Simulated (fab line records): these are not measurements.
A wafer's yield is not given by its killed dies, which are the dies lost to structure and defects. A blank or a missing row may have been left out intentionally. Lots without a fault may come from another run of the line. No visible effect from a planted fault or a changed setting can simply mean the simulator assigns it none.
Which of the tools did it? | flow rit_cmos | 14 lots with 42 wafers sampled at 4 steps, on a route of 202 steps

## WHAT THE GAUGES SHOWED, per wafer
RIT_ACTIVE_THK_MEAS_04. Usual: ACTIVE_NITRIDE_THK 150.1 nm, standard deviation 1.3.
lot  | measured    | on            | ACTIVE_NITRIDE_THK (nm) | flag
L449 | day 1 14:22 | film_metro-04 | 150.4 150.1 150.1       |
L450 | day 1 19:54 | film_metro-04 | 152.1 150.8 150.9       |
L452 | day 2 04:33 | film_metro-03 | 149.4 149.1 148.6       |
L453 | day 2 09:32 | film_metro-02 | 148.6 148.0 148.7       |
L454 | day 2 16:01 | film_metro-03 | 150.2 150.7 150.0       |
L455 | day 2 19:34 | film_metro-03 | 150.5 151.6 152.0       |
L456 | day 3 00:32 | film_metro-03 | 150.7 150.4 150.8       |
L457 | day 3 05:51 | film_metro-03 | 149.9 149.6 149.5       |
L458 | day 3 10:54 | film_metro-03 | 149.7 150.4 150.3       |
L459 | day 3 16:24 | film_metro-04 | 148.9 149.1 149.8       |
L467 | day 5 07:32 | film_metro-04 | 148.3 147.8 147.5       |
L469 | day 5 17:32 | film_metro-02 | 149.6 148.1 149.7       |
L471 | day 6 04:15 | film_metro-02 | 151.5 151.3 150.9       |
L472 | day 6 08:32 | film_metro-02 | 151.5 151.7 151.5       |

RIT_CONTACT_OVL_MEAS_09. Usual: CONTACT_OVL -1.0 nm, standard deviation 1.6.
lot  | measured    | on         | CONTACT_OVL (nm) | flag
L449 | day 3 09:33 | overlay-02 | -1.7 -2.0 -2.5   |
L450 | day 3 11:18 | overlay-01 | -3.3 -3.5 -4.0   |
L452 | day 3 21:16 | overlay-01 | -1.5 -1.5 -1.8   |
L453 | day 4 04:02 | overlay-02 | -0.3 0.2 1.4     |
L454 | day 4 05:55 | overlay-02 | -1.2 -1.2 -0.4   |
L455 | day 4 10:31 | overlay-02 | -1.7 -2.5 -0.9   |
L456 | day 4 14:01 | overlay-02 | 0.3 -1.2 0.5     |
L457 | day 4 20:23 | overlay-01 | -0.5 -1.4 -2.6   |
L458 | day 5 00:56 | overlay-02 | -2.4 -2.0 -4.5   |
L459 | day 5 06:05 | overlay-02 | -2.2 -1.4 -0.8   |
L467 | day 6 21:39 | overlay-01 | 0.1 -1.4 -1.7    |
L469 | day 7 08:29 | overlay-02 | -1.2 1.0 -0.7    |
L471 | day 7 18:43 | overlay-02 | -0.8 0.5 -0.3    |
L472 | day 8 04:10 | overlay-02 | 0.0 -0.8 -1.2    |

## WHICH TOOL RAN EACH LOT (tool, then ch and the chambers of the sampled wafers, then the start)
lot  | RIT_PRETRO_IMPLANT_08          | RIT_PLDD_STRIP_09
L449 | implanter-04 ch 0, day 2 08:40 | plasma_asher-04 ch 0,1, day 3 00:59
L450 | implanter-03 ch 0, day 2 13:51 | plasma_asher-02 ch 0,1, day 3 01:30
L452 | implanter-03 ch 0, day 2 23:22 | plasma_asher-03 ch 0,1, day 3 12:04
L453 | implanter-03 ch 0, day 3 06:16 | plasma_asher-02 ch 0,1, day 3 19:23
L454 | implanter-01 ch 0, day 3 09:29 | plasma_asher-04 ch 0,1, day 3 21:08
L455 | implanter-01 ch 0, day 3 14:08 | plasma_asher-02 ch 0, day 4 01:57
L456 | implanter-01 ch 0, day 3 18:07 | plasma_asher-04 ch 0, day 4 05:35
L457 | implanter-03 ch 0, day 4 00:56 | plasma_asher-02 ch 0,1, day 4 12:07
L458 | implanter-03 ch 0, day 4 04:17 | plasma_asher-02 ch 0,1, day 4 16:31
L459 | implanter-01 ch 0, day 4 09:50 | plasma_asher-04 ch 0,1, day 4 21:43
L467 | implanter-03 ch 0, day 6 00:56 | plasma_asher-04 ch 0,1, day 6 13:16
L469 | implanter-03 ch 0, day 6 11:25 | plasma_asher-02 ch 0,1, day 7 00:03
L471 | implanter-01 ch 0, day 6 22:10 | plasma_asher-02 ch 0,1, day 7 10:11
L472 | implanter-01 ch 0, day 7 02:13 | plasma_asher-04 ch 0,1, day 7 13:27
- RIT_PRETRO_IMPLANT_08
- RIT_PLDD_STRIP_09: strips in O2, time 180 s.

## AS READ BY THE TOOLS THEMSELVES (means over the sampled wafers that have a number; for cases with no such wafer, the mark the record gives instead)
RIT_PRETRO_IMPLANT_08. Usual: beam_energy_keV 45.000, standard deviation 0.013.
lot  | tool         | beam_energy_keV | flag
L449 | implanter-04 | 44.998          |
L450 | implanter-03 | 45.003          |
L452 | implanter-03 | 45.016          |
L453 | implanter-03 | 45.002          |
L454 | implanter-01 | 45.008          |
L455 | implanter-01 | 45.000          |
L456 | implanter-01 | 46.499          | OFF
L457 | implanter-03 | 44.982          |
L458 | implanter-03 | 45.004          |
L459 | implanter-01 | 46.491          | OFF
L467 | implanter-03 | 44.987          |
L469 | implanter-03 | 45.002          |
L471 | implanter-01 | 45.009          |
L472 | implanter-01 | 44.989          |

RIT_PLDD_STRIP_09. Usual: drypump_motor_current_A 5.4 A, standard deviation 0.3.
lot  | tool            | drypump_motor_current_A (A) | flag
L449 | plasma_asher-04 | 5.1                         |
L450 | plasma_asher-02 | 5.6                         |
L452 | plasma_asher-03 | 5.7                         |
L453 | plasma_asher-02 | 5.6                         |
L454 | plasma_asher-04 | 5.1                         |
L455 | plasma_asher-02 | 5.3                         |
L456 | plasma_asher-04 | 4.9                         |
L457 | plasma_asher-02 | 5.6                         |
L458 | plasma_asher-02 | 5.4                         |
L459 | plasma_asher-04 | 5.3                         |
L467 | plasma_asher-04 | 5.3                         |
L469 | plasma_asher-02 | 5.4                         |
L471 | plasma_asher-02 | 5.4                         |
L472 | plasma_asher-04 | 5.3                         |

## THE ANSWER, worked out from the rows above alone
Rule: take the mean of a lot's wafers that have a number; if it is more than 3 standard deviations from the usual mean, the lot is off. A lot without any number at a reading at which 4 lots or more have one is off too. All remaining lots with rows at the step are treated as sound. First the gauges in route order, then the tools' own readings, where a lot's mean is used as printed above. The first step at which some lot is off is used, and at that step the reading that is off furthest; a lot without a number counts as furthest.
Off at RIT_PRETRO_IMPLANT_08 (beam_energy_keV): L456, L459.
A tool fits if, at that step or a process step before it, it ran every lot that is off, and no sound lot after the first of them. No candidate that was tried fits.

## WHAT WAS PUT IN BY THE SIMULATOR
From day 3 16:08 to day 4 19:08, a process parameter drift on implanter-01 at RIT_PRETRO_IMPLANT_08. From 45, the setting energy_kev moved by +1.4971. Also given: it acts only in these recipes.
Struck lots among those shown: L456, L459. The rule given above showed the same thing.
